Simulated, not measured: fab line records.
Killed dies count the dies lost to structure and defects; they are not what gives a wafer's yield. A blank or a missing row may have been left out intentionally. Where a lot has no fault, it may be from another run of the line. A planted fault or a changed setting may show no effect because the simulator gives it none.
8D (eight disciplines) problem report, filled in by code + flow berkeley-cmos170 + the parts of the form that need people (team, actions taken, sign-off) are left out

== 1. THE ISSUE ==
Mean PWELL_NITRIDE_THK at UCB170_PWELL_THK_MEAS_06: 172.2 nm over 12 wafers in 4 lots; fault-free wafers: 220.4 nm, standard deviation 2.2. That is -22 standard deviations from the usual mean.
First observed at day 3 17:23: wafer L952.1, on film-metro-02. Wafers with a number at this step in the record: 39, from 13 lots. Rule for "out" (also "out of limits"): further than 4 standard deviations from the usual mean. Any other wafer with a number is counted as sound.

== 2. WHAT IT IS AND WHAT IT IS NOT ==
| question                    | is                           | is not                                                                                            |
|-----------------------------|------------------------------|---------------------------------------------------------------------------------------------------|
| which readings at this step | PWELL_NITRIDE_THK            | -                                                                                                 |
| which lots                  | L952, L954, L955, L956       | L949, L950, L951, L962, L963, L964, L966, L967, L969                                              |
| which wafers of those lots  | all that have a number       | -                                                                                                 |
| read on which gauges        | film-metro-02, film-metro-03 | film-metro-04                                                                                     |
| when                        | from day 3 17:23             | up to then (9 sound wafers); but 18 sound wafers of L962, L963, L964, L966, L967, L969 came after |

== 3. SUSPECTS, AND WHAT RULES EACH OUT ==
Counting: any tool at a process step up to the reading is kept as a suspect provided that every lot that is out went through it and no sound lot did after the first of them.
- the gauge at UCB170_PWELL_THK_MEAS_06 has been ruled out. 2 gauges (film-metro-02, film-metro-03) read the wafers that are out.
- lpcvd-01 at UCB170_PWELL_CVD_05 (deposits Si3N4 from SiH2Cl2/NH3, target thk 220 nm, time 3300 s): kept. Every lot that is out went through it, starting with L952 (day 3 15:29), and after that it ran no sound lot; the last sound lot it ran before then is L950 (day 3 05:00).
The count leaves lpcvd-01 at UCB170_PWELL_CVD_05.

== 4. THE CAUSE (what the simulator had put in) ==
Site profile drift: lpcvd-01, from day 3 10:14 on, at UCB170_PWELL_CVD_05. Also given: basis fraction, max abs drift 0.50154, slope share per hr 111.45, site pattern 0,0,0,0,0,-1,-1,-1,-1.
This tool alone remained once counting was done.

== 5. THE EFFECT CHAIN, in route order ==
Each row: a reading whose mean over the struck wafers that have a number lies more than 3 standard deviations from the usual. Only readings for which the record gives a usual standard deviation are gone through. hours: the time from each lot's start at the first step in this table that gives one to its start at this step, as a median over the lots. sigmas: the change in usual standard deviations.
| hours | step                     | reading           | usual      | on struck wafers | change | sigmas |
|-------|--------------------------|-------------------|------------|------------------|--------|--------|
| 0     | UCB170_PWELL_THK_MEAS_06 | PWELL_NITRIDE_THK | 220.4 nm   | 172.2            | -48.2  | -22    |
| 4     | UCB170_PWELL_ETCH_14     | oes-product-au    | 0.948 a.u. | 0.824            | -0.124 | -14    |
Its process steps:
- UCB170_PWELL_ETCH_14: etches Si3N4 in CH3F/Ar/O2, stops on SiO2, target depth 242 nm, time 151 s.
At these later measuring or inspecting steps, every struck wafer for which the step has a row has a number for every such reading, and none has moved that far: UCB170_PWELL_OVL_MEAS_13, UCB170_ACTIVE_THK_MEAS_03, UCB170_PFIELD_OVL_MEAS_06.

== 6. WHAT WOULD HAVE CAUGHT IT SOONER ==
The first out-of-limits reading at a measuring or inspecting step in this record came at day 3 17:23, 7 hours after the fault's start at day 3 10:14.
Lots out: 4; of these, L954, L955, L956 started UCB170_PWELL_CVD_05 on lpcvd-01 after day 3 17:23. A hold on the tool at that time would have spared those 3.
